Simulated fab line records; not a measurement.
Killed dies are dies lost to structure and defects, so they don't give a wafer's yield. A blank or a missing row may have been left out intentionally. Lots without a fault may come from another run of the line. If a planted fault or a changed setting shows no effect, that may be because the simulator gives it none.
A lot that was struck, set against a sound lot + flow berkeley_cmos170 + 14 steps out of a route of 331
Sound: wafers L662.1, L662.3, L662.6. Wafers L655.1, L655.3, L655.6 were the ones struck. The cause is given at the end.
Per side, at each step with rows, come the tool, then ch with its chambers, and then its first start. Under that, the readings that differ: sound wafers + struck wafers + difference of the means + sigmas: that difference in standard deviations of wafers without a fault.
alike: words and numbers the same on both sides, and readings whose means are apart by under 2 such deviations; not compared: readings that were withheld, readings missing a value for some wafer, numbers with overlapping values and no deviation given by the record, and bounds like >300 which may hide the same value.
A row with sigmas, a row that says differs or no value, or rows on one side alone: a step with any of these is where the two part. Numbers that don't overlap but have no deviation are shown without sigmas and don't part them. A reading that every wafer of one side lacks parts them only if that side has two wafers or more.

UCB170_CONTACT_OVL_MEAS_16:
  sound on overlay-01 at day 11 08:53; struck on overlay-01 at day 9 06:40
  alike: CONTACT_OVL
UCB170_CONTACT_ETCH_17: etches BARC in N2/H2.
  sound on rie_diel-02 ch 2,3, day 11 08:55; struck on rie_diel-04 ch 1,3, day 9 06:42
  alike: drypump_motor_current_A, n2_flow_sccm, oes_product_au, throttle_valve_pct
UCB170_CONTACT_ETCH_18: etches PSG in CHF3/CF4/Ar, stops on TiSi2, target depth 840 nm, time 195 s.
  sound on rie_diel-02 ch 2,3; struck on rie_diel-04 ch 1,3
  alike: drypump_motor_current_A, oes_product_au, throttle_valve_pct
  not compared: rf_hours_counter_h
UCB170_CONTACT_STRIP_19: strips in O2.
  sound on plasma_asher-04 ch 0,1, day 11 09:05; struck on plasma_asher-03 ch 0,1, day 9 06:52
  alike: drypump_motor_current_A, oes_product_au
  not compared: rf_hours_counter_h
UCB170_CONTACT_CD_MEAS_90: the cd target is 700 nm.
  sound on cd_sem-01 at day 11 09:11; struck on cd_sem-01 at day 9 06:58
  alike: cd_nm
then, 1 step without rows for these wafers: UCB170_CONTACT_CLEAN_20 (cleans in SPM, time 600 s).
UCB170_M1_SPUTTER_00: material Al, target thk 600 nm, time 80 s.
  sound on pvd_sputter-03 at day 11 09:46; struck on pvd_sputter-02 at day 9 07:17
  alike: throttle_valve_pct
UCB170_M1_RS_MEAS_01: the measuring method here is four-point-probe.
  sound on film_metro-01 at day 11 09:50; struck on film_metro-03 at day 9 07:20
  alike: M1_AL_RS
UCB170_M1_THK_MEAS_02: measures by xrf.
  sound on film_metro-01 at day 11 09:57; struck on film_metro-03 at day 9 07:28
  alike: M1_AL_THK
then, 3 steps without rows for these wafers: UCB170_M1_COAT_03; UCB170_M1_COAT_04 (resist thk 900 nm); UCB170_M1_SOFTBAKE_05 (time 60 s).
UCB170_M1_EXPOSE_06: exposes mask METAL1, target cd 700 nm.
  struck on krf_scanner-02, day 9 08:05; sound on krf_scanner-02 ch 0, day 11 10:35
  no value came back on the struck wafers for exposure_dose_mJ_cm2, focus_offset_nm (nm), stage_vel_mm_s (mm/s); on the sound wafers exposure_dose_mJ_cm2 reads 21.000 21.004 21.004
  alike: mask
after that, 1 step had no rows for these wafers: UCB170_M1_PEB_07.

WHERE THEY PART
Only at UCB170_M1_EXPOSE_06, within this record.

WHY: what had been put in by the simulator
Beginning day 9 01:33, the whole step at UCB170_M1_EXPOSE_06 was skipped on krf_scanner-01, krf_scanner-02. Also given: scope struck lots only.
